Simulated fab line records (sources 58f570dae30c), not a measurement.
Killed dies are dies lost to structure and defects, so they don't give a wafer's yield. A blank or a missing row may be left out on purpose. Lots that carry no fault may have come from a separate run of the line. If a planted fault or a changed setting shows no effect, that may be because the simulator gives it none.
Lot-split experiment / flow berkeley_cmos170 / route with 331 steps; 5 lots, 23 wafers read

== SPLIT DETAILS ==
At UCB170_NSD_COAT_01 (resist thk 900 nm), the setting resist_thk_nm was moved away from the recipe's 900 nm on 10 of the 23 wafers read, by -5.1% to +5.6%. For the rest of the wafers, this setting stayed at what the recipe calls for.

The reading comes from the split's own step.

== THE READING ==
KrF_of_NSD_COAT_01.thk_nm (the simulator's own value, which no gauge read), in nm, at UCB170_NSD_COAT_01 (resist thk 900 nm). No usual value for it is given in the file. The 13 wafers here that ran the recipe average 899.0 nm, standard deviation 2 nm.

wafer=L078.1; tool, chamber at the split=litho_track-01, 0; resist_thk_nm as run, nm=900; against the recipe=recipe; KrF_of_NSD_COAT_01.thk_nm, nm=897.3; against lot-mates on the recipe=-
wafer=L078.2; tool, chamber at the split=litho_track-01, 0; resist_thk_nm as run, nm=854.5; against the recipe=-5.1%; KrF_of_NSD_COAT_01.thk_nm, nm=854.8; against lot-mates on the recipe=-43.2
wafer=L078.3; tool, chamber at the split=litho_track-01, 0; resist_thk_nm as run, nm=900; against the recipe=recipe; KrF_of_NSD_COAT_01.thk_nm, nm=897.6; against lot-mates on the recipe=-
wafer=L078.4; tool, chamber at the split=litho_track-01, 0; resist_thk_nm as run, nm=900; against the recipe=recipe; KrF_of_NSD_COAT_01.thk_nm, nm=899.2; against lot-mates on the recipe=-
wafer=L078.5; tool, chamber at the split=litho_track-01, 0; resist_thk_nm as run, nm=854.5; against the recipe=-5.1%; KrF_of_NSD_COAT_01.thk_nm, nm=852.7; against lot-mates on the recipe=-45.3
wafer=L082.1; tool, chamber at the split=litho_track-03, 0; resist_thk_nm as run, nm=900; against the recipe=recipe; KrF_of_NSD_COAT_01.thk_nm, nm=899; against lot-mates on the recipe=-
wafer=L082.2; tool, chamber at the split=litho_track-03, 0; resist_thk_nm as run, nm=859.5; against the recipe=-4.5%; KrF_of_NSD_COAT_01.thk_nm, nm=861.7; against lot-mates on the recipe=-39.3
wafer=L082.3; tool, chamber at the split=litho_track-03, 0; resist_thk_nm as run, nm=900; against the recipe=recipe; KrF_of_NSD_COAT_01.thk_nm, nm=901.1; against lot-mates on the recipe=-
wafer=L082.4; tool, chamber at the split=litho_track-03, 0; resist_thk_nm as run, nm=900; against the recipe=recipe; KrF_of_NSD_COAT_01.thk_nm, nm=902.9; against lot-mates on the recipe=-
wafer=L082.5; tool, chamber at the split=litho_track-03, 0; resist_thk_nm as run, nm=859.5; against the recipe=-4.5%; KrF_of_NSD_COAT_01.thk_nm, nm=863.2; against lot-mates on the recipe=-37.8
wafer=L083.1; tool, chamber at the split=litho_track-01, 0; resist_thk_nm as run, nm=900; against the recipe=recipe; KrF_of_NSD_COAT_01.thk_nm, nm=894.6; against lot-mates on the recipe=-
wafer=L083.2; tool, chamber at the split=litho_track-01, 0; resist_thk_nm as run, nm=950.8; against the recipe=+5.6%; KrF_of_NSD_COAT_01.thk_nm, nm=947.9; against lot-mates on the recipe=+51.7
wafer=L083.4; tool, chamber at the split=litho_track-01, 0; resist_thk_nm as run, nm=950.8; against the recipe=+5.6%; KrF_of_NSD_COAT_01.thk_nm, nm=950.4; against lot-mates on the recipe=+54.2
wafer=L083.5; tool, chamber at the split=litho_track-01, 0; resist_thk_nm as run, nm=950.8; against the recipe=+5.6%; KrF_of_NSD_COAT_01.thk_nm, nm=947.3; against lot-mates on the recipe=+51.1
wafer=L083.6; tool, chamber at the split=litho_track-01, 0; resist_thk_nm as run, nm=900; against the recipe=recipe; KrF_of_NSD_COAT_01.thk_nm, nm=897.8; against lot-mates on the recipe=-
wafer=L085.1; tool, chamber at the split=litho_track-04, 0; resist_thk_nm as run, nm=934.4; against the recipe=+3.8%; KrF_of_NSD_COAT_01.thk_nm, nm=932.8; against lot-mates on the recipe=+34.0
wafer=L085.2; tool, chamber at the split=litho_track-04, 0; resist_thk_nm as run, nm=900; against the recipe=recipe; KrF_of_NSD_COAT_01.thk_nm, nm=899.8; against lot-mates on the recipe=-
wafer=L085.3; tool, chamber at the split=litho_track-04, 0; resist_thk_nm as run, nm=900; against the recipe=recipe; KrF_of_NSD_COAT_01.thk_nm, nm=897.7; against lot-mates on the recipe=-
wafer=L085.4; tool, chamber at the split=litho_track-04, 0; resist_thk_nm as run, nm=934.4; against the recipe=+3.8%; KrF_of_NSD_COAT_01.thk_nm, nm=931.7; against lot-mates on the recipe=+33.0
wafer=L085.6; tool, chamber at the split=litho_track-04, 0; resist_thk_nm as run, nm=934.4; against the recipe=+3.8%; KrF_of_NSD_COAT_01.thk_nm, nm=933.1; against lot-mates on the recipe=+34.4
wafer=L084.1; tool, chamber at the split=litho_track-01, 0; resist_thk_nm as run, nm=900; against the recipe=recipe; KrF_of_NSD_COAT_01.thk_nm, nm=901.4; against lot-mates on the recipe=-
wafer=L084.5; tool, chamber at the split=litho_track-01, 0; resist_thk_nm as run, nm=900; against the recipe=recipe; KrF_of_NSD_COAT_01.thk_nm, nm=898.9; against lot-mates on the recipe=-
wafer=L084.6; tool, chamber at the split=litho_track-01, 0; resist_thk_nm as run, nm=900; against the recipe=recipe; KrF_of_NSD_COAT_01.thk_nm, nm=899.3; against lot-mates on the recipe=-

THE FIT
A straight line over all 23 wafers: KrF_of_NSD_COAT_01.thk_nm changes by +8.69 nm for each +1% of resist_thk_nm; r = +1.00; the points scatter about the line by 2 nm.
The same after taking each lot's own level away (the mean of its wafers on the recipe; 23 wafers): +8.94 nm for each +1%; r = +1.00; scatter 1.5 nm.
Per that fit: largest resist_thk_nm move, reading shift of 50 nm.
The lots' own levels span 896.20 to 901.00 nm, that is 2.4 times the standard deviation above.
The two slopes agree, so the slope changes little with the lot-to-lot level.
Check: for one of the wafers moved furthest among these (+5.6%), held out of the fit, the line's prediction against its lot-mates is +50.7 nm. It came out at +51.7 nm against them.

== OTHER SPLITS ON THESE WAFERS ==
These wafers also went through other splits before the reading. Each is held against what the fit with the lots' levels taken away leaves over:
other split on the same wafers=UCB170_SPACER_CVD_00 rf_w; wafers away from the commonest value=10; r with KrF_of_NSD_COAT_01.thk_nm (lot level and that fit taken away)=-0.28
other split on the same wafers=UCB170_PSD_PEB_04 peb_temp_c; wafers away from the commonest value=9; r with KrF_of_NSD_COAT_01.thk_nm (lot level and that fit taken away)=-0.38

== THE WHOLE CHAIN: every reading that the file lists as answering this split, in the file's order ==
step=UCB170_NSD_COAT_01; what it does=resist thk 900 nm; reading=KrF_of_NSD_COAT_01.thk_nm (the simulator's own value, which no gauge read); change (the file's fit)=+8.91 nm for each +1% of the setting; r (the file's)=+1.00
step=UCB170_NSD_STRIP_09; what it does=strips in O2; reading=strip_time_to_endpoint_s; change (the file's fit)=withheld for each +1% of the setting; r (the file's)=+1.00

== THE FILE'S OWN FIT ==
KrF_of_NSD_COAT_01.thk_nm changes by +8.91 nm for each +1% of resist_thk_nm, r = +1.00.
